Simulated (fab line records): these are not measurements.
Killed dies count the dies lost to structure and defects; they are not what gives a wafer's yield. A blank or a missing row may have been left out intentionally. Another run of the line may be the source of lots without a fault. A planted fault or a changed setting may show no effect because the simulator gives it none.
Split-lot study | flow berkeley cmos170 | on a route of 331 steps: 5 lots, 23 wafers read

ABOUT THE SPLIT
At UCB170_PWELL_IMPLANT_15, the setting energy kev was moved away from the recipe's 60 on 10 of the 23 wafers read, by -3.7% to +5.4%. The other wafers ran this setting at the recipe's value.

The split's own step is where the reading is taken.

THE READING
In nm, at UCB170_PWELL_IMPLANT_15: implant.rp nm, which is the simulator's own figure and was read by no gauge. The file gives no usual value for it. Average 188.5 nm, standard deviation 3.6 nm, over the 13 wafers here run with the recipe.

wafer  | tool, chamber at the split | energy kev as run | against the recipe | implant.rp nm, nm | against lot-mates on the recipe
L075.1 | implanter-03, 0            | 58.44             | -2.6%              | 186               | -4.6
L075.2 | implanter-03, 0            | 58.44             | -2.6%              | 186               | -4.6
L075.4 | implanter-03, 0            | 60                | recipe             | 190.6             | -
L075.5 | implanter-03, 0            | 60                | recipe             | 190.6             | -
L075.6 | implanter-03, 0            | 60                | recipe             | 190.6             | -
L081.1 | implanter-02, 0            | 57.76             | -3.7%              | 181               | -6.4
L081.4 | implanter-02, 0            | 57.76             | -3.7%              | 181               | -6.4
L081.5 | implanter-02, 0            | 57.76             | -3.7%              | 181               | -6.4
L081.2 | implanter-02, 0            | 60                | recipe             | 187.4             | -
L081.3 | implanter-02, 0            | 60                | recipe             | 187.4             | -
L080.1 | implanter-02, 0            | 60                | recipe             | 188.2             | -
L080.4 | implanter-02, 0            | 60                | recipe             | 188.2             | -
L080.6 | implanter-02, 0            | 60                | recipe             | 188.2             | -
L080.2 | implanter-02, 0            | 58.58             | -2.4%              | 184.1             | -4.1
L080.5 | implanter-02, 0            | 58.58             | -2.4%              | 184.1             | -4.1
L085.1 | implanter-02, 0            | 63.25             | +5.4%              | 193.9             | +12.8
L085.3 | implanter-02, 0            | 63.25             | +5.4%              | 193.9             | +12.8
L085.6 | implanter-02, 0            | 63.25             | +5.4%              | 193.9             | +12.8
L085.4 | implanter-02, 0            | 60                | recipe             | 181.1             | -
L085.5 | implanter-02, 0            | 60                | recipe             | 181.1             | -
L083.3 | implanter-03, 0            | 60                | recipe             | 192.4             | -
L083.4 | implanter-03, 0            | 60                | recipe             | 192.4             | -
L083.5 | implanter-03, 0            | 60                | recipe             | 192.4             | -

THE FIT
A straight line over all 23 wafers: implant.rp nm changes by +1.31 nm for each +1% of energy kev; r = +0.76; the points scatter about the line by 3.1 nm.
The same after taking each lot's own level away (the mean of its wafers on the recipe; 23 wafers): +2.11 nm for each +1%; r = +0.99; scatter 0.65 nm.
The reading moves by 11 nm for the largest change in energy kev, on that fit.
The span of the lots' own levels, 181.10 to 192.40 nm, comes to 3.1 times the standard deviation stated above.
So the lot-to-lot level blurs the effect unless lot-mates are compared.
Check: for one of the wafers moved furthest among these (+5.4%), held out of the fit, the line's prediction against its lot-mates is +11.6 nm. Against them it came out at +12.8 nm.

ADDITIONAL SPLITS CARRIED BY THESE WAFERS
Before the reading, these wafers also passed through other splits. Each is held against what the fit with the lots' levels taken away leaves over:
other split on the same wafers         | wafers away from the commonest value | r with implant.rp nm (lot level and that fit taken away)
UCB170_START_OXIDATION_02 temp c       | 18                                   | +0.15
UCB170_NWELL_COAT_07 spin rpm          | 12                                   | +0.28
UCB170_NWELL_DEVELOP_11 develop time s | 6                                    | -0.04

THE WHOLE CHAIN: every reading that the file lists as answering this split, in the file's order
step                    | what it does | reading                                                         | change (the file's fit)               | r (the file's)
UCB170_PWELL_IMPLANT_15 |              | implant.drp nm (the simulator's own value, which no gauge read) | +0.341 nm for each +1% of the setting | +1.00
UCB170_PWELL_IMPLANT_15 |              | implant.rp nm (the simulator's own value, which no gauge read)  | +2.06 nm for each +1% of the setting  | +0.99

FILE'S OWN FIT
implant.rp nm changes by +2.06 nm for each +1% of energy kev, r = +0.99.
